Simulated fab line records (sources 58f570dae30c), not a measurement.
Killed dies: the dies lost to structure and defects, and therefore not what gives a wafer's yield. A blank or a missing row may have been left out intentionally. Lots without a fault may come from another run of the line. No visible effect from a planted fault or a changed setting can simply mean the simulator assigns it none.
What tool caused it? | flow berkeley cmos170 | Sampling: 14 lots, 42 wafers, 6 of 331 route steps

== WHAT EACH GAUGE READ, for each wafer ==
UCB170_V2_OVL_MEAS_13.
lot  | measured     | on         | V2_OVL (nm)
L111 | day 7 23:47  | overlay-01 | -4 -8 -5
L112 | day 7 23:40  | overlay-01 | 1 -3 4
L110 | day 7 23:56  | overlay-01 | -9 -5 -15
L113 | day 8 06:43  | overlay-01 | -2 2 -5
L114 | day 8 06:29  | overlay-02 | -6 -2 -3
L118 | day 9 08:58  | overlay-02 | -8 -3 1
L116 | day 9 10:08  | overlay-02 | -8 -9 1
L115 | day 9 10:29  | overlay-01 | -3 -1 7
L122 | day 9 21:45  | overlay-01 | -4 -8 -2
L127 | day 11 04:19 | overlay-01 | -5 -11 -6
L131 | day 11 16:36 | overlay-01 | 0 -2 -4
L129 | day 11 19:08 | overlay-02 | 1 -4 0
L132 | day 12 06:54 | overlay-01 | 0 -14 -1
L133 | day 12 21:02 | overlay-02 | -2 4 11

UCB170_M3_CD_MEAS_90: the cd target is 700 nm.
lot  | measured     | on        | cd nm (nm)
L111 | day 8 03:48  | cd sem-01 | 698 701 701
L112 | day 8 02:58  | cd sem-01 | 701 698 703
L110 | day 8 03:47  | cd sem-02 | 701 704 702
L113 | day 8 11:30  | cd sem-02 | 708 704 707
L114 | day 8 10:45  | cd sem-02 | 700 701 699
L118 | day 9 14:07  | cd sem-02 | 705 706 696
L116 | day 9 15:02  | cd sem-01 | - - -
L115 | day 9 15:17  | cd sem-01 | - - -
L122 | day 10 00:44 | cd sem-01 | 701 699 700
L127 | day 11 08:01 | cd sem-01 | 702 697 698
L131 | day 11 20:28 | cd sem-02 | 705 701 703
L129 | day 12 01:53 | cd sem-01 | 700 700 701
L132 | day 12 09:43 | cd sem-01 | 702 702 699
L133 | day 13 00:31 | cd sem-01 | 703 701 705

UCB170_M3_BOW_MEAS_20.
lot  | measured     | on            | M3_BOW (um)
L111 | day 8 03:59  | film metro-03 | 26 33 38
L112 | day 8 03:05  | film metro-04 | 41 29 51
L110 | day 8 03:58  | film metro-04 | 35 30 48
L113 | day 8 11:40  | film metro-04 | 32 35 35
L114 | day 8 10:52  | film metro-02 | 29 35 35
L118 | day 9 14:14  | film metro-02 | 34 36 29
L116 | day 9 15:10  | film metro-03 | 40 31 31
L115 | day 9 15:24  | film metro-02 | 32 29 45
L122 | day 10 00:51 | film metro-02 | 39 26 31
L127 | day 11 08:08 | film metro-04 | 45 31 28
L131 | day 11 20:35 | film metro-03 | 34 35 31
L129 | day 12 02:00 | film metro-04 | 26 38 41
L132 | day 12 09:50 | film metro-03 | 32 46 35
L133 | day 13 00:38 | film metro-02 | 37 45 42

== EACH LOT AND THE TOOL THAT RAN IT (in order: tool; ch and the chambers of the sampled wafers; start) ==
lot  | UCB170_CONTACT_STRIP_19              | UCB170_M3_ETCH_17                  | UCB170_M3_METAL_ETCH_18
L111 | plasma asher-02 ch 0,1, day 7 08:05  | rie diel-02 ch 0,1,3, day 8 03:10  | rie metal-03 ch 1, day 8 03:16
L112 | plasma asher-02 ch 0,1, day 7 08:22  | rie diel-02 ch 1,2,3, day 8 02:37  | rie metal-02 ch 0,1, day 8 02:39
L110 | plasma asher-01 ch 0,1, day 7 08:29  | rie diel-04 ch 0,1,3, day 8 03:13  | rie metal-04 ch 0, day 8 03:16
L113 | plasma asher-01 ch 0,1, day 7 14:18  | rie diel-02 ch 0,1,3, day 8 10:59  | rie metal-04 ch 0, day 8 11:02
L114 | plasma asher-03 ch 0,1, day 7 14:27  | rie diel-04 ch 1,2,3, day 8 10:11  | rie metal-03 ch 1, day 8 10:22
L118 | plasma asher-02 ch 0,1, day 8 18:11  | rie diel-02 ch 0,1, day 9 13:47    | rie metal-02 ch 0,1, day 9 13:50
L116 | plasma asher-01 ch 0,1, day 8 18:37  | rie diel-01 ch 1,2, day 9 14:41    | rie metal-03 ch 0,1, day 9 14:44
L115 | plasma asher-03 ch 0,1, day 8 18:56  | rie diel-04 ch 0,3, day 9 14:57    | rie metal-02 ch 0,1, day 9 14:59
L122 | plasma asher-02 ch 0,1, day 9 07:02  | rie diel-02 ch 0,2,3, day 10 00:20 | rie metal-04 ch 0,1, day 10 00:27
L127 | plasma asher-03 ch 1, day 10 11:43   | rie diel-01 ch 1,3, day 11 07:36   | rie metal-02 ch 0,1, day 11 07:38
L131 | plasma asher-03 ch 0,1, day 11 01:25 | rie diel-04 ch 0,2,3, day 11 20:08 | rie metal-03 ch 0,1, day 11 20:11
L129 | plasma asher-01 ch 0,1, day 11 04:16 | rie diel-01 ch 0,3, day 12 01:32   | rie metal-03 ch 0,1, day 12 01:34
L132 | plasma asher-01 ch 0,1, day 11 14:15 | rie diel-04 ch 1,2, day 12 09:23   | rie metal-03 ch 0,1, day 12 09:26
L133 | plasma asher-01 ch 0,1, day 12 05:38 | rie diel-04 ch 1,2,3, day 12 23:59 | rie metal-04 ch 0, day 13 00:02
- UCB170_CONTACT_STRIP_19: strips in O2.
- UCB170_M3_ETCH_17: etches BARC in N2/H2.
- UCB170_M3_METAL_ETCH_18: etches Al in Cl2/BCl3, stops on SiO2, target depth 1170 nm, time 195 s.

== AS READ BY THE TOOLS THEMSELVES (means over the sampled wafers that have a number; for cases with no such wafer, the mark the record gives instead) ==
UCB170_CONTACT_STRIP_19.
lot  | tool            | drypump motor current A (A) | oes product au (a.u.)
L111 | plasma asher-02 | 6.4                         | 0.728
L112 | plasma asher-02 | 6.1                         | 0.727
L110 | plasma asher-01 | 6.2                         | 0.731
L113 | plasma asher-01 | 6.2                         | 0.724
L114 | plasma asher-03 | 5.8                         | 0.723
L118 | plasma asher-02 | 6.4                         | 0.724
L116 | plasma asher-01 | 6.1                         | 0.728
L115 | plasma asher-03 | 6.2                         | 0.725
L122 | plasma asher-02 | 6.1                         | 0.721
L127 | plasma asher-03 | 6.6                         | 0.724
L131 | plasma asher-03 | 5.8                         | 0.723
L129 | plasma asher-01 | 6.2                         | 0.722
L132 | plasma asher-01 | 6.1                         | 0.725
L133 | plasma asher-01 | 6.2                         | 0.725

UCB170_M3_ETCH_17.
lot  | tool        | bias w (W) | chamber pressure mTorr (mTorr) | drypump motor current A (A) | h2 flow sccm (sccm) | oes product au (a.u.) | throttle valve pct (%)
L111 | rie diel-02 | 99.9       | 29.979                         | 5.6                         | 199.9               | 1.008                 | 13.27
L112 | rie diel-02 | 100.4      | 30.013                         | 5.6                         | 199.4               | 1.006                 | 13.23
L110 | rie diel-04 | 100.0      | 30.010                         | 6.4                         | 200.1               | 0.988                 | 13.23
L113 | rie diel-02 | 100.3      | 30.010                         | 5.5                         | 199.6               | 1.008                 | 13.26
L114 | rie diel-04 | 100.0      | 29.998                         | 6.5                         | 200.1               | 0.985                 | 13.28
L118 | rie diel-02 | 100.3      | 30.015                         | 6.0                         | 199.7               | 1.001                 | 13.39
L116 | rie diel-01 | -          | -                              | -                           | -                   | -                     | -
L115 | rie diel-04 | -          | -                              | -                           | -                   | -                     | -
L122 | rie diel-02 | 99.8       | 30.010                         | 5.2                         | 200.0               | 0.998                 | 13.22
L127 | rie diel-01 | 99.8       | 29.998                         | 5.8                         | 199.7               | 1.017                 | 13.31
L131 | rie diel-04 | 99.9       | 30.013                         | 6.2                         | 200.2               | 0.993                 | 13.29
L129 | rie diel-01 | 100.0      | 30.001                         | 5.8                         | 199.6               | 1.017                 | 13.31
L132 | rie diel-04 | 100.2      | 29.992                         | 6.4                         | 199.4               | 0.980                 | 13.32
L133 | rie diel-04 | 100.5      | 29.994                         | 6.6                         | 200.5               | 0.987                 | 13.28

UCB170_M3_METAL_ETCH_18.
lot  | tool         | bcl3 flow sccm (sccm) | bias w (W) | drypump motor current A (A) | he backside leak sccm (sccm) | oes product au (a.u.) | throttle valve pct (%)
L111 | rie metal-03 | 44.96                 | 120.0      | 4.9                         | 3.56                         | 0.869                 | 24.83
L112 | rie metal-02 | 45.04                 | 120.2      | 5.4                         | 2.99                         | 0.851                 | 24.68
L110 | rie metal-04 | 45.05                 | 119.8      | 5.0                         | 2.86                         | 0.869                 | 24.68
L113 | rie metal-04 | 44.90                 | 120.2      | 5.0                         | 3.38                         | 0.872                 | 24.67
L114 | rie metal-03 | 44.78                 | 119.5      | 4.9                         | 3.58                         | 0.865                 | 24.83
L118 | rie metal-02 | 44.94                 | 120.1      | 5.5                         | 3.02                         | 0.839                 | 24.66
L116 | rie metal-03 | 44.95                 | 120.1      | 5.3                         | 3.28                         | 0.368                 | 24.93
L115 | rie metal-02 | 45.06                 | 120.2      | 5.5                         | 3.05                         | 0.371                 | 24.87
L122 | rie metal-04 | 44.87                 | 120.7      | 5.3                         | 3.11                         | 0.862                 | 24.57
L127 | rie metal-02 | 45.05                 | 119.9      | 5.4                         | 3.23                         | 0.848                 | 24.68
L131 | rie metal-03 | 45.03                 | 120.0      | 5.1                         | 3.28                         | 0.849                 | 24.75
L129 | rie metal-03 | 45.08                 | 120.2      | 5.3                         | 3.29                         | 0.843                 | 24.70
L132 | rie metal-03 | 44.92                 | 119.6      | 5.1                         | 3.31                         | 0.847                 | 24.76
L133 | rie metal-04 | 44.96                 | 119.8      | 5.0                         | 3.08                         | 0.870                 | 24.67

== THE ANSWER, worked out from the rows above alone ==
Rule: the usual values come from the lots themselves. The widest of any qualifying gaps counts: lots, ordered by their means at a reading, are off when they make up no more than a third of the lots, leave a main group of 4 or more, and stand apart from it by 3 or more times the standard deviation of that group's means. A main group whose means are all the same, to the digits that the tables above print for the reading, isn't used. Also off: a lot with no number at a reading for which 4 or more lots have one. Any other lot the step has rows for is counted as sound. The gauges are gone through in route order, then the tools' own readings, and for those a lot's mean is taken as printed above. At the first step where some lot is off, the reading lying furthest off is the one used; lots without a number count as furthest.
Off: L116, L115, at UCB170_M3_CD_MEAS_90 (cd nm). Without a number there: L116, L115. The main group has a mean of 702 nm with a standard deviation of 1.9.
A tool fits if, at a process step before that reading, it ran every lot that is off, and no sound lot after the first of them. Not tried: the gauges at UCB170_M3_CD_MEAS_90; whatever is off there is also off at UCB170_M3_ETCH_17, on other tools, and gauge error can't account for it. Of those tried, none fits.

== WHAT THE SIMULATOR PUT IN ==
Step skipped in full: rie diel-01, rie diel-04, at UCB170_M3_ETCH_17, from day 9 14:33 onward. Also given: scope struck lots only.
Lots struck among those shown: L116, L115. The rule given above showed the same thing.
